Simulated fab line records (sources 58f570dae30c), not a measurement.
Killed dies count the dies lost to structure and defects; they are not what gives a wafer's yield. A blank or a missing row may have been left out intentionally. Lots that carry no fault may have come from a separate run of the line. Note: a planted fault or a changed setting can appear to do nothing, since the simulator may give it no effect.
Code-filled problem report in 8D (eight disciplines) form | flow berkeley-cmos170 | the parts of the form that need people (team, actions taken, sign-off) are left out

## 1. PROBLEM STATEMENT
SILICIDE_TI_RS at UCB170_SILICIDE_RS_MEAS_02 reads a mean of 29.4 ohm/sq on 1 wafer of 1 lot; wafers without a fault read 25.0 ohm/sq with a standard deviation of 0.33. That is +13 standard deviations from the usual mean.
The step: measures by four-point-probe.
Seen first at day 9 08:43 on film-metro-02, wafer L175.4. The record holds 39 wafers of 13 lots with a number at this step. Rule for "out", or "out of limits": more than 4 standard deviations from the usual mean. Any other wafer with a number is counted as sound.

## 2. WHAT THIS IS AND IS NOT
question                    | is               | is not
which readings at this step | SILICIDE_TI_RS   | -
which lots                  | L175             | L171, L173, L176, L183, L184, L186, L187, L188, L189, L190, L191, L192
which wafers of those lots  | L175.4           | L175.2, L175.5
read on which gauges        | film-metro-02    | film-metro-03, film-metro-04
when                        | from day 9 08:43 | up to then (11 sound wafers); but 27 sound wafers of L183, L184, L186, L187, L188, L189, L190, L191, L192 came after

## 3. WHAT RULES OUT EACH SUSPECT
Counting: if a tool at a process step up to the reading ran every lot that is out, it stays a suspect. Sound lots after the first of them don't rule it out here, since some wafers of a struck lot are sound.
- the gauge at UCB170_SILICIDE_RS_MEAS_02: kept. All the wafers that are out were read on film-metro-02, and no step on other tools shows them out.
- pvd-sputter-02 at UCB170_SILICIDE_SPUTTER_01 (material Ti, target thk 30 nm, time 25 s): kept. It processed L175, the lot that is out, at day 9 08:40, and its most recent sound lot before then was L171 at day 8 07:57.
The count leaves film-metro-02 at UCB170_SILICIDE_RS_MEAS_02 and pvd-sputter-02 at UCB170_SILICIDE_SPUTTER_01.

## 4. THE CAUSE (what the simulator had put in)
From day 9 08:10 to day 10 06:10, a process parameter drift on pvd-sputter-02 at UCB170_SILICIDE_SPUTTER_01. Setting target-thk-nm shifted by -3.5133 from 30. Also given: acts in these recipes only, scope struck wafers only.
This tool is one of the 2 suspects left after counting.

## 5. SEQUENCE OF EFFECTS, ordered by route
One row per reading whose mean, taken over the struck wafers that have a number, lies over 3 standard deviations from the usual. Scope: only readings with a usual standard deviation given in the record; hours: median across lots of the time from each lot's start at the first step in this table that gives one to its start at this step; sigmas: change in usual standard deviations.
hours | step                        | reading         | usual       | on struck wafers | change | sigmas
0     | UCB170_SILICIDE_RS_MEAS_02  | SILICIDE_TI_RS  | 25.0 ohm/sq | 29.4             | +4.4   | +13
0     | UCB170_SILICIDE_THK_MEAS_03 | SILICIDE_TI_THK | 31.3 nm     | 27.1             | -4.2   | -11

## 6. HOW IT WOULD HAVE BEEN CAUGHT EARLIER
In this record the first reading out of limits at a measuring or inspecting step was taken at day 9 08:43, 1 hour after the fault began at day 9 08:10.
An alarm limit of 4 standard deviations would not have fired on the tool readings at UCB170_SILICIDE_SPUTTER_01 for which the record gives a usual standard deviation, since none of them was out on any struck wafer.
All the lots that are out (1) had begun UCB170_SILICIDE_SPUTTER_01 on pvd-sputter-02 by day 9 08:43. A hold on the tool at that time would have spared none of them.
